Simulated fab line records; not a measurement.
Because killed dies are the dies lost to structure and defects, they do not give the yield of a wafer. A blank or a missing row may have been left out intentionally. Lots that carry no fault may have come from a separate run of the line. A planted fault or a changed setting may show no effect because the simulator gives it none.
fab line records | flow berkeley_cmos170
record lots=6 | wafers=18 | last_day=11
route steps=331 shown GATE@129
lots with no fault: from the same line, run without faults
start_h: start of the lot's first displayed wafer, in hours after the record's first day | wait_h: hours since the lot's step before | " unchanged from the row above | L1.1+2: one row covering several wafers at once | - no value present, or no start provided | * or withheld: withheld | < > ~ a bound
route shown NAME@n: a module of which the file shows steps, and the number in the route of the first | usual: the fault-free wafers' mean and standard deviation | same: alike in all rows | chamber/n: place in a boat | sites: per-site readings | _std_site: their standard deviation | _edge_site: the outer-site mean with the inner-site mean subtracted | radius_mm: for every site, how far away it sits from the centre of the wafer | mask NAME#n: copy n | behind: the tool/chamber that last shaped the wafer | hold: cause of the lot's hold/its duration in hours/its outcome | device: the transistor (n, p or np) that didn't switch | end of line: the tests these same wafers got at the end of their route | a step without rows: its recipe alone | killed: dies that structure and defects cost at the first sort, which is not the same as the wafer's yield | map: the dies of a wafer, with x for killed, . for not killed, _ for no die there
set.NAME: the setting that was run; set.NAME@STEP: the one run at that earlier step | model.NAME: the simulator's own value behind a step, which no gauge read
lots seen at some steps along the route; tables by step, rows by wafer
services: a tool's chamber out of use, with start hour (start_h, from the record's first day; less than 0 if before it), hours out, and reason
## steps
# step UCB170_GATE_ANNEAL_03
# recipe temp_c=900 | time_s=1800 | ambient=N2
# step UCB170_GATE_CVD_04
# recipe material=poly-Si | temp_c=610 | precursor=SiH4 | time_s=1440 | pressure_mtorr=375 | target_thk_nm=214 | sih4_flow_sccm=120
# step UCB170_GATE_THK_MEAS_05
# recipe reads=poly-Si_of_GATE_CVD_04
# usual GATE_POLY_THK=214.4/2
lot.wafer | tool          | chamber | start_h | wait_h | GATE_POLY_THK[nm]
L245.1    | film_metro-01 | -       | 123.57  | 0.1    | 210.1
L245.4    | "             | -       | "       | "      | 211.4
L245.5    | "             | -       | "       | "      | 210.4
L259.1    | film_metro-01 | -       | 189.35  | 0.0    | 216.2
L259.4    | "             | -       | "       | "      | 216.9
L259.6    | "             | -       | "       | "      | 217.5
L260.3    | film_metro-01 | -       | 191.74  | 0.0    | 212.4
L260.4    | "             | -       | "       | "      | 212.9
L260.6    | "             | -       | "       | "      | 212.2
L262.3    | film_metro-03 | -       | 191.74  | 0.0    | 213.4
L262.4    | "             | -       | "       | "      | 212.3
L262.6    | "             | -       | "       | "      | 213.2
L267.1    | film_metro-04 | -       | 227.01  | 0.0    | 213.9
L267.3    | "             | -       | "       | "      | 216.0
L267.6    | "             | -       | "       | "      | 215.1
L266.2    | film_metro-03 | -       | 227.02  | 0.0    | 217.0
L266.4    | "             | -       | "       | "      | 216.5
L266.6    | "             | -       | "       | "      | 217.7
# step UCB170_GATE_COAT_06
# recipe resist=BARC | temp_c=withheld | time_s=withheld | spin_rpm=3000 | resist_thk_nm=withheld
# step UCB170_GATE_COAT_07
# recipe resist=KrF | spin_rpm=1500 | resist_thk_nm=900
# step UCB170_GATE_SOFTBAKE_08
# recipe resist=KrF | temp_c=130 | time_s=60
# step UCB170_GATE_EXPOSE_09
# recipe mask_id=POLY | target_cd_nm=350 | na=0.5 | sigma_outer=0.6 | source_shape=conventional | dose_mj=21
# step UCB170_GATE_PEB_10
# recipe peb_temp_c=130 | peb_time_s=withheld | resist=KrF
# step UCB170_GATE_DEVELOP_11
# recipe developer=TMAH | develop_time_s=45 | resist=KrF | dev_temp_c=21
# step UCB170_GATE_CD_MEAS_12
# recipe target_cd_nm=350
# usual cd_nm=350.2/1.3
lot.wafer | tool      | chamber | start_h | wait_h | cd_nm
L245.1    | cd_sem-01 | -       | 125.82  | -      | 349.1
L245.4    | "         | -       | "       | "      | 348.0
L245.5    | "         | -       | "       | "      | 347.9
L259.1    | cd_sem-01 | -       | 190.59  | -      | 348.7
L259.4    | "         | -       | "       | "      | 349.5
L259.6    | "         | -       | "       | "      | 349.6
L262.3    | cd_sem-02 | -       | 192.75  | -      | 348.2
L262.4    | "         | -       | "       | "      | 348.1
L262.6    | "         | -       | "       | "      | 349.0
L260.3    | cd_sem-02 | -       | 192.87  | -      | 348.8
L260.4    | "         | -       | "       | "      | 349.5
L260.6    | "         | -       | "       | "      | 348.3
L266.2    | cd_sem-01 | -       | 229.13  | -      | 348.3
L266.4    | "         | -       | "       | "      | 349.6
L266.6    | "         | -       | "       | "      | 348.7
L267.1    | cd_sem-02 | -       | 229.26  | -      | 348.6
L267.3    | "         | -       | "       | "      | 350.4
L267.6    | "         | -       | "       | "      | 351.5
# step UCB170_GATE_OVL_MEAS_13
# usual GATE_OVL=3/5.3
lot.wafer | tool       | chamber | start_h | wait_h | GATE_OVL[nm]
L245.1    | overlay-01 | -       | 125.94  | 0.1    | -5
L245.4    | "          | -       | "       | "      | 3
L245.5    | "          | -       | "       | "      | -11
L259.1    | overlay-01 | -       | 190.71  | 0.1    | 1
L259.4    | "          | -       | "       | "      | 11
L259.6    | "          | -       | "       | "      | 6
L262.3    | overlay-01 | -       | 192.84  | 0.1    | 6
L262.4    | "          | -       | "       | "      | 11
L262.6    | "          | -       | "       | "      | 8
L260.3    | overlay-02 | -       | 192.96  | 0.1    | 4
L260.4    | "          | -       | "       | "      | -1
L260.6    | "          | -       | "       | "      | -3
L266.2    | overlay-02 | -       | 229.24  | 0.1    | 14
L266.4    | "          | -       | "       | "      | 15
L266.6    | "          | -       | "       | "      | 13
L267.1    | overlay-02 | -       | 229.38  | 0.1    | 8
L267.3    | "          | -       | "       | "      | 5
L267.6    | "          | -       | "       | "      | 2
# step UCB170_GATE_ETCH_14
# recipe chemistry=N2/H2 | target_depth_a=withheld | overetch_a=withheld | target=BARC | time_s=withheld | source_w=500 | bias_w=100 | pressure_mtorr=30 | n2_flow_sccm=100 | h2_flow_sccm=200
# usual bias_w=100.04/0.3 | chamber_pressure_mTorr=29.998/0.025 | drypump_motor_current_A=5.6/0.32 | oes_product_au=1.003/0.029 | throttle_valve_pct=13.26/0.25
lot.wafer | tool        | chamber | start_h | wait_h | bias_w | chamber_pressure_mTorr | drypump_motor_current_A | oes_product_au | throttle_valve_pct
L245.1    | rie_diel-04 | 2       | 125.98  | 0.0    | 99.87  | 30.001                 | 6.1                     | 0.995          | 12.94
L245.4    | "           | 0       | "       | "      | 99.94  | 30.009                 | 5.3                     | 1.033          | 13.05
L245.5    | "           | 3       | "       | "      | 99.60  | 30.027                 | 5.7                     | 0.978          | 13.59
L259.1    | rie_diel-02 | 0       | 190.75  | 0.0    | 99.82  | 29.972                 | 6.0                     | 1.007          | 13.70
L259.4    | "           | 1       | "       | "      | 99.83  | 30.019                 | 5.3                     | 1.039          | 13.52
L259.6    | "           | 1       | "       | "      | 100.46 | 30.006                 | 5.3                     | 1.034          | 13.52
L262.3    | rie_diel-04 | 0       | 192.86  | 0.0    | 100.19 | 30.029                 | 5.3                     | 1.037          | 13.05
L262.4    | "           | 2       | "       | "      | 99.93  | 30.002                 | 6.0                     | 0.995          | 12.93
L262.6    | "           | 1       | "       | "      | 100.34 | 29.996                 | 5.5                     | 0.967          | 13.15
L260.3    | rie_diel-02 | 3       | 192.99  | 0.0    | 99.96  | 30.010                 | 5.8                     | 1.016          | 13.14
L260.4    | "           | 1       | "       | "      | 100.00 | 30.036                 | 5.3                     | 1.041          | 13.50
L260.6    | "           | 1       | "       | "      | 100.49 | 30.053                 | 5.3                     | 1.041          | 13.52
L266.2    | rie_diel-04 | 3       | 229.27  | 0.0    | 99.91  | 29.986                 | 5.7                     | 0.970          | 13.60
L266.4    | "           | 1       | "       | "      | 99.66  | 30.016                 | 5.5                     | 0.962          | 13.14
L266.6    | "           | 1       | "       | "      | 99.50  | 30.014                 | 5.5                     | 0.969          | 13.14
L267.1    | rie_diel-02 | 2       | 229.42  | 0.0    | 99.71  | 30.015                 | 5.4                     | 0.962          | 13.10
L267.3    | "           | 3       | "       | "      | 100.32 | 29.972                 | 5.8                     | 1.015          | 13.16
L267.6    | "           | 3       | "       | "      | 100.32 | 29.981                 | 5.8                     | 1.018          | 13.16
# step UCB170_GATE_ETCH_15
# recipe chemistry=HBr/Cl2 | target=poly-Si | stop_on=SiO2 | over_etch_frac=0.3 | icp_w=300 | bias_w=150 | time_s=56.3 | pressure_mtorr=15 | HBr_flow_sccm=150 | Cl2_flow_sccm=50 | target_depth_a=2782
# usual HBr_flow_sccm=150.1/0.46 | bias_w=150.0/0.47 | drypump_motor_current_A=5.86/0.26 | oes_product_au=0.830/0.012 | throttle_valve_pct=26.60/0.19
lot.wafer | tool      | chamber | start_h | wait_h | HBr_flow_sccm | bias_w | drypump_motor_current_A | oes_product_au | rf_hours_counter_h | throttle_valve_pct | model.KrF_of_GATE_COAT_07.thk_nm
L245.1    | rie_si-02 | 0       | 126.02  | -      | 150.2         | 149.7  | 5.73                    | 0.814          | 60                 | 26.48              | 777.7
L245.4    | "         | 1       | "       | "      | 150.4         | 150.4  | 5.79                    | 0.846          | 69                 | 26.51              | 775.3
L245.5    | "         | 1       | "       | "      | 150.7         | 149.5  | 5.81                    | 0.843          | -                  | 26.52              | 776.5
L259.1    | rie_si-01 | 2       | 190.79  | -      | 149.5         | 150.7  | 5.79                    | 0.840          | 90                 | 26.92              | 780.2
L259.4    | "         | 0       | "       | "      | 150.1         | 149.7  | 5.58                    | 0.824          | 46                 | 26.42              | 777.9
L259.6    | "         | 0       | "       | "      | 149.9         | 150.1  | 5.56                    | 0.829          | -                  | 26.42              | 781
L262.3    | rie_si-02 | 0       | 192.90  | -      | -             | -      | -                       | -              | -                  | -                  | 884
L262.4    | "         | 3       | "       | "      | -             | -      | -                       | -              | -                  | -                  | 883.7
L262.6    | "         | 3       | "       | "      | -             | -      | -                       | -              | -                  | -                  | 889.8
L260.3    | rie_si-01 | 0       | 193.03  | -      | -             | -      | -                       | -              | -                  | -                  | 886.4
L260.4    | "         | 2       | "       | "      | -             | -      | -                       | -              | -                  | -                  | 885.6
L260.6    | "         | 1       | "       | "      | -             | -      | -                       | -              | -                  | -                  | 886.6
L266.2    | rie_si-02 | 2       | 229.31  | -      | 150.5         | 151.0  | 5.48                    | 0.831          | 1                  | 26.70              | 773.6
L266.4    | "         | 3       | "       | "      | 149.5         | 150.4  | 6.03                    | 0.823          | 2                  | 26.42              | 776.6
L266.6    | "         | 3       | "       | "      | 149.3         | 150.4  | 6.03                    | 0.827          | -                  | 26.40              | 776
L267.1    | rie_si-01 | 0       | 229.46  | -      | 149.8         | 149.5  | 5.59                    | 0.821          | 46                 | 26.41              | 771
L267.3    | "         | 2       | "       | "      | 150.5         | 150.5  | 5.78                    | 0.832          | 90                 | 26.91              | 773.7
L267.6    | "         | 2       | "       | "      | 149.9         | 149.9  | 5.79                    | 0.843          | -                  | 26.91              | 776.7
# step UCB170_GATE_STRIP_16
# recipe chemistry=O2 | power_w=400 | pressure_mtorr=3500 | platen_temp_c=withheld | o2_flow_sccm=400 | overash_fraction=0.5
# usual drypump_motor_current_A=5.6/0.36 | oes_product_au=0.725/0.0048
lot.wafer | tool            | chamber | start_h | wait_h | drypump_motor_current_A | oes_product_au | rf_hours_counter_h
L245.1    | plasma_asher-02 | 0       | 126.07  | 0.0    | 5.8                     | 0.732          | 42
L245.4    | "               | 0       | "       | "      | 5.8                     | 0.733          | -
L245.5    | "               | 0       | "       | "      | 5.8                     | 0.730          | -
L259.1    | plasma_asher-04 | 1       | 190.84  | 0.0    | 6.1                     | 0.724          | 48
L259.4    | "               | 0       | "       | "      | 5.5                     | 0.726          | -
L259.6    | "               | 0       | "       | "      | 5.5                     | 0.727          | -
L262.3    | plasma_asher-03 | 1       | 192.99  | 0.1    | 5.2                     | 0.724          | -
L262.4    | "               | 0       | "       | "      | 5.8                     | 0.724          | -
L262.6    | "               | 0       | "       | "      | 5.8                     | 0.723          | -
L260.3    | plasma_asher-04 | 0       | 193.11  | 0.1    | 5.5                     | 0.717          | -
L260.4    | "               | 1       | "       | "      | 6.1                     | 0.719          | -
L260.6    | "               | 1       | "       | "      | 6.1                     | 0.728          | -
L266.2    | plasma_asher-03 | 0       | 229.36  | 0.0    | 5.8                     | 0.719          | 12
L266.4    | "               | 1       | "       | "      | 5.2                     | 0.727          | -
L266.6    | "               | 1       | "       | "      | 5.3                     | 0.724          | -
L267.1    | plasma_asher-02 | 0       | 229.51  | 0.0    | 5.8                     | 0.728          | 54
L267.3    | "               | 1       | "       | "      | 5.0                     | 0.724          | -
L267.6    | "               | 0       | "       | "      | 5.8                     | 0.723          | -
# step UCB170_GATE_CD_MEAS_90
# recipe target_cd_nm=350
# usual cd_nm=349.9/1.5
lot.wafer | tool      | chamber | start_h | wait_h | cd_nm
L245.1    | cd_sem-01 | -       | 126.17  | 0.1    | 349.2
L245.4    | "         | -       | "       | "      | 348.6
L245.5    | "         | -       | "       | "      | 348.2
L259.1    | cd_sem-02 | -       | 191.11  | 0.2    | 349.4
L259.4    | "         | -       | "       | "      | 349.4
L259.6    | "         | -       | "       | "      | 349.4
L262.3    | cd_sem-02 | -       | 193.09  | 0.1    | -
L262.4    | "         | -       | "       | "      | -
L262.6    | "         | -       | "       | "      | -
L260.3    | cd_sem-02 | -       | 193.22  | 0.1    | -
L260.4    | "         | -       | "       | "      | -
L260.6    | "         | -       | "       | "      | -
L266.2    | cd_sem-02 | -       | 229.52  | 0.1    | 348.3
L266.4    | "         | -       | "       | "      | 348.2
L266.6    | "         | -       | "       | "      | 346.5
L267.1    | cd_sem-02 | -       | 229.62  | 0.1    | 348.0
L267.3    | "         | -       | "       | "      | 349.7
L267.6    | "         | -       | "       | "      | 350.9
# step UCB170_GATE_CLEAN_17
# recipe chemistry=SPM | temp_c=120 | time_s=600
## services
tool            | chamber | start_h | hours | kind
plasma_asher-03 | -       | 108.75  | 9.0   | pm
plasma_asher-03 | 0       | 108.75  | 9.0   | vent_cycle
plasma_asher-03 | 1       | 108.75  | 9.0   | vent_cycle
plasma_asher-03 | 0       | 117.75  | -     | clean
plasma_asher-03 | 1       | 117.75  | -     | clean
rie_diel-04     | 2       | 126.02  | 7.5   | repair
rie_diel-04     | 1       | 131.23  | 8.4   | repair
plasma_asher-03 | -       | 139.28  | 9.0   | repair
rie_diel-04     | -       | 155.29  | 2.0   | repair
plasma_asher-04 | -       | 160.27  | 5.2   | repair
rie_diel-04     | 1       | 165.85  | 1.8   | repair
rie_si-02       | -       | 167.97  | 0.3   | repair
rie_diel-04     | -       | 178.74  | 2.8   | pm
rie_si-02       | 2       | 215.02  | 2.3   | repair
rie_si-02       | -       | 225.60  | 2.8   | pm
## key
first_sign step=UCB170_GATE_ETCH_15 | reading=tool_record | direction=missing
effect step=UCB170_GATE_CD_MEAS_90 | reading=cd_nm | direction=missing
model_effect step=UCB170_GATE_ETCH_15 | value=KrF_of_GATE_COAT_07.thk_nm | without=777.4 | struck=886
met_at UCB170_GATE_ETCH_15
struck_wafers L260.3,L260.4,L260.6,L262.3,L262.4,L262.6
later_rows_left_out L260.3,L260.4,L260.6,L262.3,L262.4,L262.6
sort_left_out L260.3,L260.4,L260.6,L262.3,L262.4,L262.6
tester_left_out L260,L262
onset_between 190.79 192.90
fault kind=skipped_step_whole | tool=rie_si-01,rie_si-02 | chamber=- | onset_h=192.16 | steps=UCB170_GATE_ETCH_15 | scope=struck_lots_only
# tester_left_out: of these lots the tester's yield and bins aren't shown, on N5 and GAA mostly nor the transistor test; their killed dies are dies lost to structure and defects alone, not to doping, threshold or leakage, so they don't give the yield
# sort_left_out: the simulated sort isn't trusted on such a fault, so these wafers' sort isn't shown, and their yield isn't known
# later_rows_left_out: the simulator's readings of these wafers behind a module that went badly wrong aren't trusted and aren't shown, but for the sort
